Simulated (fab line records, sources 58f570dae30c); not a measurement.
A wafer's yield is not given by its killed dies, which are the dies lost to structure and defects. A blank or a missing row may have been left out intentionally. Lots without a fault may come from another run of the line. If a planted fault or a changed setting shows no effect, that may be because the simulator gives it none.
Split-lot experiment -- flow berkeley_cmos170 -- on a route of 331 steps: 5 lots, 23 wafers read

== SPLIT DETAILS ==
At UCB170_NSD_COAT_01 (resist thk 900 nm), the setting resist_thk_nm was moved away from the recipe's 900 nm on 6 of the 23 wafers read, by +3.4% to +4.7%. All remaining wafers had this setting at the recipe value.

The split's own step is where the reading is taken.

== THE READING ==
KrF_of_NSD_COAT_01.thk_nm (the simulator's own value, which no gauge read), in nm, at UCB170_NSD_COAT_01 (resist thk 900 nm). No usual value for it is given in the file. Here, 17 wafers ran the recipe; their average is 900.1 nm with a standard deviation of 1.9 nm.

wafer,"tool, chamber at the split","resist_thk_nm as run, nm",against the recipe,"KrF_of_NSD_COAT_01.thk_nm, nm",against lot-mates on the recipe
L077.1,"litho_track-04, 0",900,recipe,902.2,-
L077.2,"litho_track-04, 0",900,recipe,902.7,-
L077.3,"litho_track-04, 0",900,recipe,900.9,-
L077.4,"litho_track-04, 0",900,recipe,901.7,-
L077.5,"litho_track-04, 0",900,recipe,900.3,-
L074.1,"litho_track-03, 0",900,recipe,899.2,-
L074.2,"litho_track-03, 0",900,recipe,901.5,-
L074.3,"litho_track-03, 0",942.1,+4.7%,941.4,+41.0
L074.4,"litho_track-03, 0",942.1,+4.7%,944.9,+44.5
L074.5,"litho_track-03, 0",942.1,+4.7%,943.7,+43.4
L079.2,"litho_track-03, 0",900,recipe,897.8,-
L079.4,"litho_track-03, 0",900,recipe,896,-
L079.5,"litho_track-03, 0",900,recipe,896.1,-
L078.2,"litho_track-04, 0",930.5,+3.4%,932.2,+32.2
L078.3,"litho_track-04, 0",900,recipe,900.3,-
L078.4,"litho_track-04, 0",900,recipe,899.8,-
L078.5,"litho_track-04, 0",930.5,+3.4%,932.8,+32.8
L078.6,"litho_track-04, 0",930.5,+3.4%,932.4,+32.4
L083.1,"litho_track-03, 0",900,recipe,899.8,-
L083.2,"litho_track-03, 0",900,recipe,901.6,-
L083.3,"litho_track-03, 0",900,recipe,900.1,-
L083.4,"litho_track-03, 0",900,recipe,900.6,-
L083.6,"litho_track-03, 0",900,recipe,901.4,-

FIT RESULTS
A straight line over all 23 wafers: KrF_of_NSD_COAT_01.thk_nm changes by +9.34 nm for each +1% of resist_thk_nm; r = +0.99; the points scatter about the line by 1.8 nm.
The same after taking each lot's own level away (the mean of its wafers on the recipe; 23 wafers): +9.31 nm for each +1%; r = +1.00; scatter 0.99 nm.
That fit puts the effect of the largest move of resist_thk_nm on the reading at 44 nm.
Across the lots, their own levels run from 896.63 to 901.56 nm, a range of 2.6 times the standard deviation given above.
Consequently the slope shifts little with the lot-to-lot level, the two slopes agreeing.
Check: for one of the wafers moved furthest among these (+4.7%), held out of the fit, the line's prediction against its lot-mates is +44.3 nm. Against them it came out at +41 nm.

== FURTHER SPLITS ON THESE WAFERS ==
Before the reading, these wafers also passed through other splits. Each is held against what the fit with the lots' levels taken away leaves over:
other split on the same wafers,wafers away from the commonest value,r with KrF_of_NSD_COAT_01.thk_nm (lot level and that fit taken away)
UCB170_ZERO_COAT_01 spin_rpm,5,+0.07
UCB170_ZERO_STRIP_07 o2_flow_sccm,2,-0.25
UCB170_ACTIVE_OXIDATION_02 temp_c,15,+0.08
UCB170_PFIELD_IMPLANT_07 energy_kev,11,-0.04
UCB170_NVT_COAT_01 resist_thk_nm,9,+0.04
UCB170_NVT_IMPLANT_07 dose_cm2,5,+0.26
UCB170_GATE_OXIDATION_01 ox_time_s,10,+0.00
UCB170_GATE_COAT_07 spin_rpm,8,-0.26
UCB170_PLDD_EXPOSE_03 dose_mj,6,+0.25
UCB170_PLDD_DEVELOP_05 develop_time_s,7,-0.07

== FILE'S OWN FIT ==
KrF_of_NSD_COAT_01.thk_nm changes by +9.32 nm for each +1% of resist_thk_nm, r = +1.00.
